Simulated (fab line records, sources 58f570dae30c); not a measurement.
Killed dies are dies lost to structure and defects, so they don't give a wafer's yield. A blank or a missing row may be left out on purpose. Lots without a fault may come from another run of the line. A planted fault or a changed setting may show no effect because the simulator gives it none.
fab line records | flow berkeley_cmos170
record lots=5 wafers=15 last_day=11
route steps=331 shown FIELD@93 SACOX@97 SCREENOX@100 NVT@104 PVT@115 GATE@125
lots that met no fault: from a run of the same line without faults
start_h: hours from the record's first day to the start of the lot's first wafer shown | wait_h: hours since the lot's step before | " the same as in the row above | L1.1+2: a row that stands for several wafers | - no value, or no start given | * or withheld: withheld | < > ~ a bound
route shown NAME@n: a module of which the file shows steps, and the number in the route of the first | usual: mean/standard deviation of fault-free wafers | same: alike in all rows | chamber/n: place in a boat | sites: the reading at each site | _std_site: their standard deviation | _edge_site: outer sites' mean less inner sites' | radius_mm: how far each site lies from the wafer's centre | mask NAME#n: copy n | behind: the tool/chamber that last shaped the wafer | hold: why the lot was held/for how many hours/how that ended | device: the transistor (n, p or np) that didn't switch | end of line: the same wafers' tests at the end of the route | a step without rows: its recipe alone | killed: dies lost to structure and defects at the first sort, not the wafer's yield | map: a wafer's dies, x killed, . not, _ none there
set.NAME: the setting as run; set.NAME@STEP: as run at that earlier step | model.NAME: the simulator's own value behind a step, which no gauge read
lots at some steps of the route; a table a step, a row a wafer
services: from which hour (start_h, from the record's first day; less than 0 if before it) a tool's chamber was out of use, for how many hours, and why
## steps
# step UCB170_FIELD_WET_ETCH_04
# recipe chemistry=dHF dilution=10:1 target=SiO2 temp_c=25 time_s=60
# columns lot.wafer tool chamber start_h wait_h
L076.2+4+6 wet_bench-03 2 104.15 0.0
L077.3+5+6 wet_bench-03 0 104.15 0.0
L080.1+2+3 wet_bench-02 2 112.83 0.0
L091.1+4+5 wet_bench-03 2 168.93 0.0
L094.3+5+6 wet_bench-03 0 186.62 0.0
# step UCB170_FIELD_WET_ETCH_05
# recipe chemistry=H3PO4 target=Si3N4 temp_c=160 time_s=12600
# columns lot.wafer tool chamber start_h wait_h
L076.2+4+6 wet_bench-03 2 104.18 0.0
L077.3+5+6 wet_bench-03 1 104.18 0.0
L080.1+2+3 wet_bench-02 3 112.85 0.0
L091.1+4+5 wet_bench-03 3 168.96 0.0
L094.3+5+6 wet_bench-04 0 186.65 0.0
# step UCB170_FIELD_WET_ETCH_06
# recipe chemistry=BOE dilution=5:1 target=SiO2 temp_c=25 time_s=22
# columns lot.wafer tool chamber start_h wait_h
L076.2+4+6 wet_bench-03 0 107.69 0.0
L077.3+5+6 wet_bench-03 0 107.69 0.0
L080.1+2+3 wet_bench-03 0 116.36 0.0
L091.1+4+5 wet_bench-03 1 172.47 0.0
L094.3+5+6 wet_bench-03 2 190.16 0.0
# step UCB170_FIELD_THK_MEAS_90
# recipe reads=SiO2_of_FIELD_OXIDATION_01
# usual FIELD_OXIDE_LEFT_1_THK=443/13
# columns lot.wafer tool chamber start_h wait_h FIELD_OXIDE_LEFT_1_THK[nm]
L076.2 film_metro-02 - 107.72 0.0 426
L076.4 " - " " 418
L076.6 " - " " 414
L077.3 film_metro-03 - 107.73 0.0 414
L077.5 " - " " 426
L077.6 " - " " 422
L080.1 film_metro-02 - 116.46 0.1 424
L080.2 " - " " 433
L080.3 " - " " 430
L091.1 film_metro-02 - 172.49 0.0 443
L091.4 " - " " 443
L091.5 " - " " 445
L094.3 film_metro-01 - 190.19 0.0 438
L094.5 " - " " 444
L094.6 " - " " 443
# step UCB170_SACOX_CLEAN_00
# recipe chemistry=dHF dilution=25:1 time_s=7.5
# columns lot.wafer tool chamber start_h wait_h
L076.2+4+6 wet_bench-03 3 107.77 0.0
L077.3+5+6 wet_bench-03 2 107.77 0.0
L080.1+2+3 wet_bench-02 1 116.52 0.1
L091.1+4+5 wet_bench-03 1 172.67 0.2
L094.3+5+6 wet_bench-03 3 190.23 0.0
# step UCB170_SACOX_OXIDATION_01
# recipe temp_c=900 ambient=O2 target_thk_a=144 ox_time_s=2400
# columns lot.wafer tool chamber start_h wait_h
L076.2+4+6 furnace-04 0 109.40 1.6
L077.3+5+6 furnace-04 0 109.40 1.6
L080.1+2+3 furnace-02 0 119.11 2.6
L091.1+4+5 furnace-03 0 174.39 1.7
L094.3+5+6 furnace-03 0 195.72 5.5
# step UCB170_SACOX_THK_MEAS_02
# recipe reads=SiO2_of_SACOX_OXIDATION_01
# usual SACOX_OXIDE_THK=14.41/0.3
# columns lot.wafer tool chamber start_h wait_h SACOX_OXIDE_THK[nm]
L076.2 film_metro-01 - 111.08 0.0 14.70
L076.4 " - " " 14.65
L076.6 " - " " 14.49
L077.3 film_metro-04 - 111.08 0.0 14.33
L077.5 " - " " 14.24
L077.6 " - " " 14.31
L080.1 film_metro-01 - 120.83 0.1 14.69
L080.2 " - " " 14.48
L080.3 " - " " 14.73
L091.1 film_metro-01 - 176.05 0.0 14.14
L091.4 " - " " 14.37
L091.5 " - " " 14.21
L094.3 film_metro-02 - 197.41 0.0 13.91
L094.5 " - " " 13.84
L094.6 " - " " 14.00
# step UCB170_SCREENOX_WET_ETCH_00
# recipe chemistry=dHF dilution=25:1 target=SiO2 temp_c=25 time_s=200
# columns lot.wafer tool chamber start_h wait_h
L077.3+5+6 wet_bench-03 3 111.12 0.0
L076.2+4+6 wet_bench-03 0 111.19 0.1
L080.1+2+3 wet_bench-04 3 123.31 2.5
L091.1+4+5 wet_bench-03 2 176.11 0.1
L094.3+5+6 wet_bench-03 3 197.45 0.0
# step UCB170_SCREENOX_OXIDATION_01
# recipe temp_c=900 ambient=O2 target_thk_a=144 ox_time_s=2400
# columns lot.wafer tool chamber start_h wait_h
L076.2+4+6 furnace-03 0 111.54 0.3
L077.3+5+6 furnace-03 0 111.54 0.4
L080.1+2+3 furnace-03 0 123.38 0.0
L091.1+4+5 furnace-02 0 177.71 1.5
L094.3+5+6 furnace-02 0 199.01 1.5
# step UCB170_SCREENOX_THK_MEAS_02
# recipe reads=SiO2_of_SCREENOX_OXIDATION_01
# usual SCREENOX_OXIDE_THK=14.39/0.25
# columns lot.wafer tool chamber start_h wait_h SCREENOX_OXIDE_THK[nm]
L077.3 film_metro-03 - 113.23 0.0 14.23
L077.5 " - " " 14.82
L077.6 " - " " 14.70
L076.2 film_metro-03 - 113.28 0.1 14.22
L076.4 " - " " 14.44
L076.6 " - " " 14.52
L080.1 film_metro-04 - 125.05 0.0 14.37
L080.2 " - " " 14.48
L080.3 " - " " 14.50
L091.1 film_metro-02 - 179.37 0.0 14.32
L091.4 " - " " 14.28
L091.5 " - " " 14.23
L094.3 film_metro-04 - 200.69 0.0 14.56
L094.5 " - " " 14.76
L094.6 " - " " 14.52
# step UCB170_SCREENOX_ANNEAL_03
# recipe temp_c=900 time_s=900 ambient=N2
# columns lot.wafer tool chamber start_h wait_h
L076.2+4+6 furnace-02 0 116.61 3.3
L077.3+5+6 furnace-02 0 116.61 3.4
L080.1+2+3 furnace-02 0 126.57 1.5
L091.1+4+5 furnace-01 0 180.53 1.1
L094.3+5+6 furnace-02 0 205.67 5.0
# step UCB170_NVT_HMDS_00
# recipe prime_time_s=60 prime_temp_c=100
# columns lot.wafer tool chamber start_h wait_h
L076.2+4+6 litho_track-04 0 118.62 0.8
L077.3+5+6 litho_track-01 0 118.72 0.9
L080.1+2+3 litho_track-02 0 128.28 0.5
L091.1+4+5 litho_track-02 0 181.78 0.0
L094.3+5+6 litho_track-01 0 206.97 0.1
# step UCB170_NVT_COAT_01
# recipe resist=KrF spin_rpm=1500 resist_thk_nm=900
# usual dispense_pressure_kPa=53/3
# columns lot.wafer tool chamber start_h wait_h dispense_pressure_kPa
L076.2 litho_track-04 0 118.77 0.1 48
L076.4 " 0 " " 48
L076.6 " 0 " " 48
L077.3 litho_track-01 0 118.87 0.1 55
L077.5 " 0 " " 55
L077.6 " 0 " " 55
L080.1 litho_track-02 0 128.43 0.1 55
L080.2 " 0 " " 55
L080.3 " 0 " " 56
L091.1 litho_track-02 0 181.93 0.1 55
L091.4 " 0 " " 55
L091.5 " 0 " " 56
L094.3 litho_track-01 0 207.12 0.1 55
L094.5 " 0 " " 55
L094.6 " 0 " " 55
# step UCB170_NVT_SOFTBAKE_02
# recipe resist=KrF temp_c=130 time_s=60
# columns lot.wafer tool chamber start_h wait_h
L076.2+4+6 litho_track-04 0 118.92 0.1
L077.3+5+6 litho_track-01 0 119.02 0.1
L080.1+2+3 litho_track-02 0 128.58 0.1
L091.1+4+5 litho_track-02 0 182.08 0.1
L094.3+5+6 litho_track-01 0 207.27 0.1
# step UCB170_NVT_EXPOSE_03
# recipe mask_id=PWELL target_cd_nm=3000 na=0.5 sigma_outer=0.6 source_shape=conventional dose_mj=30
# usual focus_offset_nm=0.0/0.55
# columns lot.wafer tool chamber start_h wait_h mask focus_offset_nm
L076.2 krf_scanner-01 0 119.19 0.2 PWELL#0 -0.3
L076.4 " 0 " " PWELL#0 -0.1
L076.6 " 0 " " PWELL#0 0.3
L077.3 krf_scanner-02 0 119.52 0.5 PWELL#0 0.5
L077.5 " 0 " " PWELL#0 1.0
L077.6 " 0 " " PWELL#0 0.5
L080.1 krf_scanner-02 0 128.85 0.2 PWELL#0 0.5
L080.2 " 0 " " PWELL#0 0.1
L080.3 " 0 " " PWELL#0 0.7
L091.1 krf_scanner-02 0 182.23 0.1 PWELL#0 0.0
L091.4 " 0 " " PWELL#0 -0.2
L091.5 " 0 " " PWELL#0 -0.2
L094.3 krf_scanner-02 0 207.41 0.1 PWELL#0 -0.1
L094.5 " 0 " " PWELL#0 -0.1
L094.6 " 0 " " PWELL#0 0.6
# step UCB170_NVT_PEB_04
# recipe peb_temp_c=130 peb_time_s=withheld resist=KrF
# columns lot.wafer tool chamber start_h wait_h
L076.2+4+6 litho_track-01 0 119.87 0.7
L077.3+5+6 litho_track-01 0 120.17 0.6
L080.1+2+3 litho_track-01 0 128.97 0.1
L091.1+4+5 litho_track-01 0 182.34 0.1
L094.3+5+6 litho_track-04 0 207.70 0.3
# step UCB170_NVT_DEVELOP_05
# recipe developer=TMAH develop_time_s=45 resist=KrF dev_temp_c=21
# columns lot.wafer tool chamber start_h wait_h
L076.2+4+6 litho_track-01 0 - -
L077.3+5+6 litho_track-01 0 - -
L080.1+2+3 litho_track-01 0 - -
L091.1+4+5 litho_track-01 0 - -
L094.3+5+6 litho_track-04 0 - -
# step UCB170_NVT_OVL_MEAS_06
# usual NVT_OVL=-2/7.6
# columns lot.wafer tool chamber start_h wait_h NVT_OVL[nm]
L076.2 overlay-01 - 120.13 - -17
L076.4 " - " " -21
L076.6 " - " " -16
L077.3 overlay-02 - 120.41 - -8
L077.5 " - " " -3
L077.6 " - " " -4
L080.1 overlay-01 - 129.24 - 3
L080.2 " - " " -5
L080.3 " - " " 5
L091.1 overlay-02 - 182.62 - -1
L091.4 " - " " 4
L091.5 " - " " 2
L094.3 overlay-01 - 207.93 - 8
L094.5 " - " " 8
L094.6 " - " " 3
# step UCB170_NVT_IMPLANT_07
# recipe species=BF2 dose_cm2=3e+12 energy_kev=50 tilt_deg=7
# usual beam_energy_keV=50.005/0.015
# columns lot.wafer tool chamber start_h wait_h beam_energy_keV
L076.2 implanter-01 0 120.18 0.0 50.017
L076.4 " 0 " " 50.000
L076.6 " 0 " " 50.011
L077.3 implanter-03 0 120.48 0.1 49.994
L077.5 " 0 " " 50.000
L077.6 " 0 " " 50.013
L080.1 implanter-02 0 129.28 0.0 50.008
L080.2 " 0 " " 50.001
L080.3 " 0 " " 49.986
L091.1 implanter-03 0 182.66 0.0 50.015
L091.4 " 0 " " 49.985
L091.5 " 0 " " 49.998
L094.3 implanter-02 0 208.01 0.1 49.988
L094.5 " 0 " " 50.014
L094.6 " 0 " " 49.997
# step UCB170_NVT_STRIP_08
# recipe chemistry=O2 power_w=400 pressure_mtorr=3500 platen_temp_c=withheld o2_flow_sccm=400 overash_fraction=0.5
# usual drypump_motor_current_A=5.6/0.44 oes_product_au=0.735/0.0046 strip_time_to_endpoint_s=21.64/0.062
# columns lot.wafer tool chamber start_h wait_h drypump_motor_current_A oes_product_au rf_hours_counter_h strip_time_to_endpoint_s
L076.2 plasma_asher-01 0 120.31 0.1 5.5 0.733 45 21.69
L076.4 " 0 " " 5.5 0.734 - 21.71
L076.6 " 0 " " 5.5 0.733 - 21.68
L077.3 plasma_asher-03 0 120.62 0.1 5.2 0.743 - 21.54
L077.5 " 0 " " 5.2 0.734 - 21.51
L077.6 " 1 " " 6.7 0.729 - 21.56
L080.1 plasma_asher-01 0 129.43 0.1 5.5 0.739 46 21.63
L080.2 " 1 " " 5.2 0.744 46 21.68
L080.3 " 0 " " 5.5 0.733 - 21.63
L091.1 plasma_asher-01 1 182.81 0.1 5.2 0.731 53 21.62
L091.4 " 0 " " 5.5 0.731 - 21.56
L091.5 " 1 " " 5.2 0.733 - 21.58
L094.3 plasma_asher-01 0 208.14 0.1 5.5 0.733 - 21.65
L094.5 " 1 " " 5.2 0.737 - 21.65
L094.6 " 0 " " 5.5 0.738 - 21.65
# step UCB170_NVT_TW_MEAS_09
# usual NVT_TW=526/4.6
# columns lot.wafer tool chamber start_h wait_h NVT_TW
L076.2 film_metro-01 - 120.42 0.1 536
L076.4 " - " " 537
L076.6 " - " " 537
L077.3 film_metro-03 - 120.70 0.1 526
L077.5 " - " " 525
L077.6 " - " " 526
L080.1 film_metro-03 - 129.53 0.1 528
L080.2 " - " " 528
L080.3 " - " " 527
L091.1 film_metro-01 - 182.91 0.1 530
L091.4 " - " " 530
L091.5 " - " " 530
L094.3 film_metro-01 - 208.23 0.1 530
L094.5 " - " " 533
L094.6 " - " " 532
# step UCB170_NVT_CLEAN_10
# recipe chemistry=SPM temp_c=120 time_s=600
# columns lot.wafer tool chamber start_h wait_h
L076.2+4+6 wet_bench-02 0 122.13 1.7
L077.3+5+6 wet_bench-02 3 122.13 1.4
L080.1+2+3 wet_bench-01 0 130.37 0.8
L091.1+4+5 wet_bench-02 1 182.97 0.1
L094.3+5+6 wet_bench-04 2 208.27 0.0
# step UCB170_PVT_HMDS_00
# recipe prime_time_s=60 prime_temp_c=100
# columns lot.wafer tool chamber start_h wait_h
L077.3+5+6 litho_track-04 0 122.56 0.3
L076.2+4+6 litho_track-02 0 122.78 0.5
L080.1+2+3 litho_track-04 0 130.56 0.0
L091.1+4+5 litho_track-04 0 183.16 0.0
L094.3+5+6 litho_track-02 0 208.53 0.1
# step UCB170_PVT_COAT_01
# recipe resist=KrF spin_rpm=1500 resist_thk_nm=900
# usual dispense_pressure_kPa=50/4.7
# columns lot.wafer tool chamber start_h wait_h dispense_pressure_kPa
L077.3 litho_track-04 0 122.71 0.1 48
L077.5 " 0 " " 48
L077.6 " 0 " " 48
L076.2 litho_track-02 0 122.93 0.1 55
L076.4 " 0 " " 56
L076.6 " 0 " " 56
L080.1 litho_track-04 0 130.71 0.1 48
L080.2 " 0 " " 48
L080.3 " 0 " " 48
L091.1 litho_track-04 0 183.31 0.1 48
L091.4 " 0 " " 48
L091.5 " 0 " " 48
L094.3 litho_track-02 0 208.68 0.1 55
L094.5 " 0 " " 56
L094.6 " 0 " " 55
# step UCB170_PVT_SOFTBAKE_02
# recipe resist=KrF temp_c=130 time_s=60
# columns lot.wafer tool chamber start_h wait_h
L077.3+5+6 litho_track-04 0 122.86 0.1
L076.2+4+6 litho_track-02 0 123.08 0.1
L080.1+2+3 litho_track-04 0 130.86 0.1
L091.1+4+5 litho_track-04 0 183.46 0.1
L094.3+5+6 litho_track-02 0 208.83 0.1
# step UCB170_PVT_EXPOSE_03
# recipe mask_id=NWELL target_cd_nm=3000 na=0.5 sigma_outer=0.6 source_shape=conventional dose_mj=30
# usual focus_offset_nm=0.0/0.59
# columns lot.wafer tool chamber start_h wait_h mask focus_offset_nm
L077.3 krf_scanner-01 0 123.00 0.1 NWELL#0 -1.0
L077.5 " 0 " " NWELL#0 -1.7
L077.6 " 0 " " NWELL#0 -1.2
L076.2 krf_scanner-01 0 123.22 0.1 NWELL#0 -0.3
L076.4 " 0 " " NWELL#0 0.2
L076.6 " 0 " " NWELL#0 -0.1
L080.1 krf_scanner-01 0 131.23 0.3 NWELL#0 0.7
L080.2 " 0 " " NWELL#0 -0.5
L080.3 " 0 " " NWELL#0 -0.4
L091.1 krf_scanner-02 0 183.73 0.2 NWELL#0 0.0
L091.4 " 0 " " NWELL#0 0.8
L091.5 " 0 " " NWELL#0 0.5
L094.3 krf_scanner-01 0 208.96 0.1 NWELL#0 -0.8
L094.5 " 0 " " NWELL#0 -0.5
L094.6 " 0 " " NWELL#0 0.6
# step UCB170_PVT_PEB_04
# recipe peb_temp_c=130 peb_time_s=withheld resist=KrF
# columns lot.wafer tool chamber start_h wait_h
L077.3+5+6 litho_track-02 0 123.53 0.5
L076.2+4+6 litho_track-03 0 123.97 0.7
L080.1+2+3 litho_track-03 0 131.51 0.3
L091.1+4+5 litho_track-04 0 183.85 0.1
L094.3+5+6 litho_track-03 0 209.14 0.2
# step UCB170_PVT_DEVELOP_05
# recipe developer=TMAH develop_time_s=45 resist=KrF dev_temp_c=21
# columns lot.wafer tool chamber start_h wait_h
L077.3+5+6 litho_track-02 0 - -
L076.2+4+6 litho_track-03 0 - -
L080.1+2+3 litho_track-03 0 - -
L091.1+4+5 litho_track-04 0 - -
L094.3+5+6 litho_track-03 0 - -
# step UCB170_PVT_OVL_MEAS_06
# usual PVT_OVL=-1/4.7
# columns lot.wafer tool chamber start_h wait_h PVT_OVL[nm]
L077.3 overlay-01 - 123.76 - -7
L077.5 " - " " -4
L077.6 " - " " -6
L076.2 overlay-02 - 124.23 - -5
L076.4 " - " " 2
L076.6 " - " " -3
L080.1 overlay-01 - 131.78 - -3
L080.2 " - " " -2
L080.3 " - " " -6
L091.1 overlay-02 - 184.12 - 5
L091.4 " - " " 2
L091.5 " - " " -4
L094.3 overlay-01 - 209.37 - 2
L094.5 " - " " -6
L094.6 " - " " 3
# step UCB170_PVT_IMPLANT_07
# recipe species=P dose_cm2=2e+12 energy_kev=30 tilt_deg=7
# usual beam_energy_keV=30.000/0.01
# columns lot.wafer tool chamber start_h wait_h beam_energy_keV
L077.3 implanter-03 0 123.84 0.1 29.999
L077.5 " 0 " " 30.006
L077.6 " 0 " " 29.984
L076.2 implanter-04 0 124.28 0.0 30.002
L076.4 " 0 " " 29.999
L076.6 " 0 " " 29.999
L080.1 implanter-03 0 131.82 0.0 30.004
L080.2 " 0 " " 30.015
L080.3 " 0 " " 30.011
L091.1 implanter-02 0 184.16 0.0 30.000
L091.4 " 0 " " 30.003
L091.5 " 0 " " 29.995
L094.3 implanter-04 0 209.45 0.1 30.006
L094.5 " 0 " " 30.027
L094.6 " 0 " " 30.004
# step UCB170_PVT_STRIP_08
# recipe chemistry=O2 power_w=400 pressure_mtorr=3500 platen_temp_c=withheld o2_flow_sccm=400 overash_fraction=0.5
# usual drypump_motor_current_A=5.8/0.39 oes_product_au=0.735/0.004 strip_time_to_endpoint_s=21.64/0.063
# columns lot.wafer tool chamber start_h wait_h drypump_motor_current_A oes_product_au rf_hours_counter_h strip_time_to_endpoint_s
L077.3 plasma_asher-04 1 123.97 0.1 6.1 0.739 - 21.63
L077.5 " 0 " " 6.4 0.737 - 21.62
L077.6 " 1 " " 6.1 0.740 - 21.54
L076.2 plasma_asher-01 1 124.41 0.1 5.2 0.737 45 21.58
L076.4 " 1 " " 5.2 0.732 - 21.53
L076.6 " 1 " " 5.2 0.738 - 21.61
L080.1 plasma_asher-02 1 131.97 0.1 5.6 0.740 33 21.72
L080.2 " 0 " " 6.0 0.734 33 21.70
L080.3 " 1 " " 5.6 0.739 - 21.61
L091.1 plasma_asher-01 0 184.31 0.1 5.5 0.732 53 21.61
L091.4 " 0 " " 5.5 0.730 - 21.70
L091.5 " 1 " " 5.2 0.726 - 21.66
L094.3 plasma_asher-02 0 209.58 0.1 6.0 0.730 - 21.72
L094.5 " 0 " " 6.0 0.733 - 21.69
L094.6 " 1 " " 5.6 0.738 - 21.71
# step UCB170_PVT_TW_MEAS_09
# usual PVT_TW=513/4
# columns lot.wafer tool chamber start_h wait_h PVT_TW
L077.3 film_metro-01 - 124.06 0.1 518
L077.5 " - " " 520
L077.6 " - " " 517
L076.2 film_metro-01 - 124.52 0.1 518
L076.4 " - " " 519
L076.6 " - " " 519
L080.1 film_metro-02 - 132.07 0.1 517
L080.2 " - " " 514
L080.3 " - " " 513
L091.1 film_metro-03 - 184.41 0.1 508
L091.4 " - " " 506
L091.5 " - " " 508
L094.3 film_metro-01 - 209.67 0.1 515
L094.5 " - " " 517
L094.6 " - " " 514
# step UCB170_GATE_WET_ETCH_00
# recipe chemistry=dHF dilution=25:1 target=SiO2 temp_c=25 time_s=200
# columns lot.wafer tool chamber start_h wait_h
L077.3+5+6 wet_bench-03 0 124.10 0.0
L076.2+4+6 wet_bench-03 3 124.57 0.0
L080.1+2+3 wet_bench-03 1 132.13 0.1
L091.1+4+5 wet_bench-03 3 184.47 0.1
L094.3+5+6 wet_bench-03 3 209.72 0.0
# step UCB170_FIELD_THK_MEAS_91
# recipe reads=SiO2_of_FIELD_OXIDATION_01
# usual FIELD_OXIDE_LEFT_2_THK=354/13
# columns lot.wafer tool chamber start_h wait_h FIELD_OXIDE_LEFT_2_THK[nm]
L077.3 film_metro-03 - 124.18 0.0 327
L077.5 " - " " 339
L077.6 " - " " 334
L076.2 film_metro-02 - 124.64 0.0 338
L076.4 " - " " 329
L076.6 " - " " 325
L080.1 film_metro-02 - 132.19 0.0 335
L080.2 " - " " 345
L080.3 " - " " 342
L091.1 film_metro-02 - 184.53 0.0 354
L091.4 " - " " 354
L091.5 " - " " 356
L094.3 film_metro-02 - 209.81 0.0 349
L094.5 " - " " 355
L094.6 " - " " 354
# step UCB170_GATE_OXIDATION_01
# recipe temp_c=850 ambient=O2 target_thk_a=66 ox_time_s=1800
# columns lot.wafer tool chamber start_h wait_h
L076.2+4+6 furnace-04 0 126.27 1.6
L077.3+5+6 furnace-04 0 126.27 2.1
L080.1+2+3 furnace-04 0 134.70 2.5
L091.1+4+5 furnace-03 0 185.67 1.1
L094.3+5+6 furnace-04 0 212.72 2.9
# step UCB170_GATE_THK_MEAS_02
# recipe reads=SiO2_of_GATE_OXIDATION_01
# usual GATE_OXIDE_THK=6.54/0.13
# columns lot.wafer tool chamber start_h wait_h GATE_OXIDE_THK[nm]
L076.2 film_metro-04 - 127.78 0.0 6.66
L076.4 " - " " 6.61
L076.6 " - " " 6.75
L077.3 film_metro-01 - 127.79 0.0 6.60
L077.5 " - " " 6.70
L077.6 " - " " 6.55
L080.1 film_metro-02 - 136.20 0.0 6.76
L080.2 " - " " 6.74
L080.3 " - " " 6.72
L091.1 film_metro-01 - 187.17 0.0 6.53
L091.4 " - " " 6.56
L091.5 " - " " 6.51
L094.3 film_metro-02 - 214.24 0.0 6.46
L094.5 " - " " 6.39
L094.6 " - " " 6.34
# step UCB170_GATE_ANNEAL_03
# recipe temp_c=900 time_s=1800 ambient=N2
# columns lot.wafer tool chamber start_h wait_h
L076.2+4+6 furnace-04 0 130.52 2.7
L077.3+5+6 furnace-04 0 130.52 2.7
L080.1+2+3 furnace-04 0 137.45 1.2
L091.1+4+5 furnace-01 0 191.03 3.8
L094.3+5+6 furnace-03 0 214.59 0.3
# step UCB170_GATE_CVD_04
# recipe material=poly-Si temp_c=610 precursor=SiH4 time_s=1440 pressure_mtorr=375 target_thk_nm=214 sih4_flow_sccm=120
# columns lot.wafer tool chamber start_h wait_h
L076.2+4+6 lpcvd-01 1 134.46 2.4
L077.3+5+6 lpcvd-01 0 134.46 2.4
L080.1+2+3 lpcvd-01 0 139.29 0.3
L091.1+4+5 lpcvd-01 0 192.53 0.0
L094.3+5+6 lpcvd-02 0 216.32 0.2
# step UCB170_GATE_THK_MEAS_05
# recipe reads=poly-Si_of_GATE_CVD_04
# usual GATE_POLY_THK=212.8/2.4
# columns lot.wafer tool chamber start_h wait_h GATE_POLY_THK[nm]
L076.2 film_metro-02 - 135.87 0.0 208.8
L076.4 " - " " 209.6
L076.6 " - " " 209.2
L077.3 film_metro-04 - 135.88 0.0 213.5
L077.5 " - " " 213.8
L077.6 " - " " 213.1
L080.1 film_metro-02 - 140.69 0.0 212.3
L080.2 " - " " 210.3
L080.3 " - " " 212.0
L091.1 film_metro-04 - 193.93 0.0 213.1
L091.4 " - " " 214.5
L091.5 " - " " 214.7
L094.3 film_metro-02 - 217.79 0.1 211.3
L094.5 " - " " 212.7
L094.6 " - " " 211.8
# step UCB170_GATE_COAT_06
# recipe resist=BARC temp_c=withheld time_s=withheld spin_rpm=3000 resist_thk_nm=withheld
# usual dispense_pressure_kPa=48/4
# columns lot.wafer tool chamber start_h wait_h dispense_pressure_kPa
L077.3 litho_track-04 0 136.06 0.2 48
L077.5 " 0 " " 48
L077.6 " 0 " " 48
L076.2 litho_track-03 0 136.21 0.3 44
L076.4 " 0 " " 44
L076.6 " 0 " " 44
L080.1 litho_track-01 0 141.27 0.6 55
L080.2 " 0 " " 55
L080.3 " 0 " " 55
L091.1 litho_track-04 0 193.99 0.1 48
L091.4 " 0 " " 48
L091.5 " 0 " " 48
L094.3 litho_track-01 0 218.07 0.3 55
L094.5 " 0 " " 55
L094.6 " 0 " " 55
# step UCB170_GATE_COAT_07
# recipe resist=KrF spin_rpm=1500 resist_thk_nm=900
# usual dispense_pressure_kPa=48/4
# columns lot.wafer tool chamber start_h wait_h dispense_pressure_kPa
L077.3 litho_track-04 0 - - 48
L077.5 " 0 " " 48
L077.6 " 0 " " 48
L076.2 litho_track-03 0 - - 44
L076.4 " 0 " " 44
L076.6 " 0 " " 44
L080.1 litho_track-01 0 - - 55
L080.2 " 0 " " 55
L080.3 " 0 " " 55
L091.1 litho_track-04 0 - - 48
L091.4 " 0 " " 48
L091.5 " 0 " " 48
L094.3 litho_track-01 0 - - 55
L094.5 " 0 " " 55
L094.6 " 0 " " 55
# step UCB170_GATE_SOFTBAKE_08
# recipe resist=KrF temp_c=130 time_s=60
# columns lot.wafer tool chamber start_h wait_h
L077.3+5+6 litho_track-04 0 - -
L076.2+4+6 litho_track-03 0 - -
L080.1+2+3 litho_track-01 0 - -
L091.1+4+5 litho_track-04 0 - -
L094.3+5+6 litho_track-01 0 - -
# step UCB170_GATE_EXPOSE_09
# recipe mask_id=POLY target_cd_nm=350 na=0.5 sigma_outer=0.6 source_shape=conventional dose_mj=21
# usual focus_offset_nm=0.0/0.54
# columns lot.wafer tool chamber start_h wait_h mask focus_offset_nm
L077.3 krf_scanner-02 0 136.62 - POLY#0 -1.0
L077.5 " 0 " " POLY#0 -0.2
L077.6 " 0 " " POLY#0 -0.9
L076.2 krf_scanner-01 0 136.96 - POLY#0 0.5
L076.4 " 0 " " POLY#0 0.3
L076.6 " 0 " " POLY#0 0.3
L080.1 krf_scanner-02 0 141.94 - POLY#0 -0.2
L080.2 " 0 " " POLY#0 0.1
L080.3 " 0 " " POLY#0 0.8
L091.1 krf_scanner-02 0 194.56 - POLY#0 -0.5
L091.4 " 0 " " POLY#0 -0.4
L091.5 " 0 " " POLY#0 -0.4
L094.3 krf_scanner-01 0 218.81 - POLY#0 -0.2
L094.5 " 0 " " POLY#0 0.4
L094.6 " 0 " " POLY#0 0.9
# step UCB170_GATE_PEB_10
# recipe peb_temp_c=130 peb_time_s=withheld resist=KrF
# columns lot.wafer tool chamber start_h wait_h
L077.3+5+6 litho_track-04 0 136.96 0.3
L076.2+4+6 litho_track-01 0 137.53 0.6
L080.1+2+3 litho_track-03 0 142.68 0.7
L091.1+4+5 litho_track-03 0 194.68 0.1
L094.3+5+6 litho_track-01 0 218.94 0.1
# step UCB170_GATE_DEVELOP_11
# recipe developer=TMAH develop_time_s=45 resist=KrF dev_temp_c=21
# columns lot.wafer tool chamber start_h wait_h
L077.3+5+6 litho_track-04 0 - -
L076.2+4+6 litho_track-01 0 - -
L080.1+2+3 litho_track-03 0 - -
L091.1+4+5 litho_track-03 0 - -
L094.3+5+6 litho_track-01 0 - -
# step UCB170_GATE_CD_MEAS_12
# recipe target_cd_nm=350
# usual cd_nm=350.3/1.1
# columns lot.wafer tool chamber start_h wait_h cd_nm
L077.3 cd_sem-02 - 137.22 - 349.4
L077.5 " - " " 351.9
L077.6 " - " " 350.1
L076.2 cd_sem-02 - 137.80 - 350.0
L076.4 " - " " 351.2
L076.6 " - " " 350.4
L080.1 cd_sem-02 - 142.96 - 351.2
L080.2 " - " " 350.8
L080.3 " - " " 351.1
L091.1 cd_sem-02 - 194.95 - 351.8
L091.4 " - " " 350.2
L091.5 " - " " 351.9
L094.3 cd_sem-01 - 219.21 - 349.0
L094.5 " - " " 348.3
L094.6 " - " " 350.3
# step UCB170_GATE_OVL_MEAS_13
# usual GATE_OVL=0/6
# columns lot.wafer tool chamber start_h wait_h GATE_OVL[nm]
L077.3 overlay-02 - 137.31 0.1 3
L077.5 " - " " -5
L077.6 " - " " 4
L076.2 overlay-01 - 137.91 0.1 1
L076.4 " - " " 2
L076.6 " - " " 3
L080.1 overlay-01 - 143.08 0.1 -9
L080.2 " - " " -13
L080.3 " - " " -5
L091.1 overlay-02 - 195.07 0.1 1
L091.4 " - " " -10
L091.5 " - " " -8
L094.3 overlay-01 - 219.30 0.1 2
L094.5 " - " " 4
L094.6 " - " " -1
## services
# columns tool chamber start_h hours kind
lpcvd-01 - 83.33 2.8 pm
krf_scanner-02 - 83.64 7.2 pm
plasma_asher-03 - 85.44 1.3 repair
lpcvd-01 - 86.08 17.2 pm
plasma_asher-03 - 89.24 13.3 repair
implanter-04 - 92.07 2.6 repair
plasma_asher-02 - 94.22 8.2 repair
krf_scanner-02 - 100.16 1.3 pm
plasma_asher-04 - 108.75 9.0 pm
furnace-04 - 112.56 4.1 pm
implanter-03 - 120.61 0.7 repair
plasma_asher-02 - 128.38 2.2 repair
krf_scanner-01 - 133.15 1.3 pm
plasma_asher-02 - 134.88 3.7 repair
furnace-03 - 152.13 3.3 pm
furnace-04 - 166.57 3.8 pm
krf_scanner-01 - 177.46 3.7 repair
furnace-04 - 188.12 6.4 pm
implanter-03 - 195.06 2.0 repair
furnace-04 - 197.30 11.4 pm
implanter-04 - 211.64 1.7 repair
furnace-02 - 213.54 4.5 pm
implanter-02 - 215.11 14.2 repair
krf_scanner-01 - 217.19 1.0 pm
## key
fault none
